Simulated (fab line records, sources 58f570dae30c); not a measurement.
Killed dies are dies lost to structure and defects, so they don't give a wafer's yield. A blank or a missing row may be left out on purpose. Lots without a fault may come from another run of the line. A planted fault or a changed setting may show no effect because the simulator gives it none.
Split-lot experiment | flow berkeley_cmos170 | 5 lots, 23 wafers read, on a route of 331 steps

THE SPLIT
At UCB170_PSD_EXPOSE_03 (exposes mask PSELECT MOD, target cd 1200 nm), the setting dose_mj was moved away from the recipe's 30 on 8 of the 23 wafers read, by -7.3% to +2.2%. The other wafers ran this setting at the recipe's value.

FROM THE SPLIT TO THE READING: what the file shows between them, 2 steps
- UCB170_PSD_PEB_04
- UCB170_PSD_DEVELOP_05: develop time 45 s

THE READING
cd_nm, in nm, at UCB170_PSD_CD_MEAS_06 (target cd 1200 nm). Fault-free wafers of this fab line usually give 1199.7 nm, standard deviation 1.8 nm.

wafer  | tool, chamber at the split | dose_mj as run | against the recipe | cd_nm, nm | against lot-mates on the recipe
L074.1 | krf_scanner-01, 0          | 30             | recipe             | 1202.4    | -
L074.4 | krf_scanner-01, 0          | 30             | recipe             | 1201.8    | -
L074.5 | krf_scanner-01, 0          | 30             | recipe             | 1202.4    | -
L079.1 | krf_scanner-02, 0          | 27.81          | -7.3%              | 1188.1    | -13.0
L079.2 | krf_scanner-02, 0          | 30             | recipe             | 1200.3    | -
L079.3 | krf_scanner-02, 0          | 27.81          | -7.3%              | 1188.6    | -12.5
L079.4 | krf_scanner-02, 0          | 30             | recipe             | 1201.8    | -
L079.6 | krf_scanner-02, 0          | 27.81          | -7.3%              | 1188.7    | -12.3
L081.1 | krf_scanner-01, 0          | 30             | recipe             | 1199.9    | -
L081.2 | krf_scanner-01, 0          | 30             | recipe             | 1199.8    | -
L081.3 | krf_scanner-01, 0          | 30             | recipe             | 1202.1    | -
L081.5 | krf_scanner-01, 0          | 30             | recipe             | 1200.4    | -
L081.6 | krf_scanner-01, 0          | 30             | recipe             | 1201.2    | -
L082.1 | krf_scanner-01, 0          | 30             | recipe             | 1195.3    | -
L082.2 | krf_scanner-01, 0          | 28.69          | -4.4%              | 1188.5    | -7.2
L082.3 | krf_scanner-01, 0          | 28.69          | -4.4%              | 1188.8    | -6.9
L082.4 | krf_scanner-01, 0          | 28.69          | -4.4%              | 1188.8    | -6.9
L082.5 | krf_scanner-01, 0          | 30             | recipe             | 1196.1    | -
L084.1 | krf_scanner-02, 0          | 30             | recipe             | 1198.6    | -
L084.2 | krf_scanner-02, 0          | 30             | recipe             | 1199.1    | -
L084.3 | krf_scanner-02, 0          | 30             | recipe             | 1199.7    | -
L084.4 | krf_scanner-02, 0          | 30.65          | +2.2%              | 1202.3    | +3.2
L084.6 | krf_scanner-02, 0          | 30.65          | +2.2%              | 1202.3    | +3.2

THE FIT
A straight line over all 23 wafers: cd_nm changes by +1.76 nm for each +1% of dose_mj; r = +0.92; the points scatter about the line by 2.3 nm.
The same after taking each lot's own level away (the mean of its wafers on the recipe; 23 wafers): +1.68 nm for each +1%; r = +0.99; scatter 0.59 nm.
On that fit, the largest move of dose_mj shifts the reading by 12 nm.
The lots' own levels span 1195.70 to 1202.20 nm, that is 3.6 times the standard deviation above.
So the lot-to-lot level changes the slope little: the two slopes agree.
Check: with one of the wafers moved furthest among these (-7.3%) left out of the fit, the line predicts -12.1 nm for it against its lot-mates. It came out at -13 nm against them.

OTHER SPLITS ON THESE WAFERS
These wafers also went through other splits before the reading. Each is held against what the fit with the lots' levels taken away leaves over:
other split on the same wafers      | wafers away from the commonest value | r with cd_nm (lot level and that fit taken away)
UCB170_NWELL_OXIDATION_01 ox_time_s | 10                                   | +0.12
UCB170_NWELL_IMPLANT_14 energy_kev  | 11                                   | +0.14
UCB170_PWELL_IMPLANT_15 energy_kev  | 6                                    | +0.18
UCB170_PFIELD_IMPLANT_07 energy_kev | 5                                    | +0.04
UCB170_SACOX_OXIDATION_01 temp_c    | 10                                   | +0.15
UCB170_GATE_CVD_04 pressure_mtorr   | 15                                   | +0.04
UCB170_GATE_EXPOSE_09 dose_mj       | 10                                   | -0.11
UCB170_PLDD_EXPOSE_03 dose_mj       | 4                                    | +0.14
UCB170_NLDD_IMPLANT_08 dose_cm2     | 5                                    | +0.00

THE FILE'S OWN FIT
cd_nm changes by +1.68 nm for each +1% of dose_mj, r = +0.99.
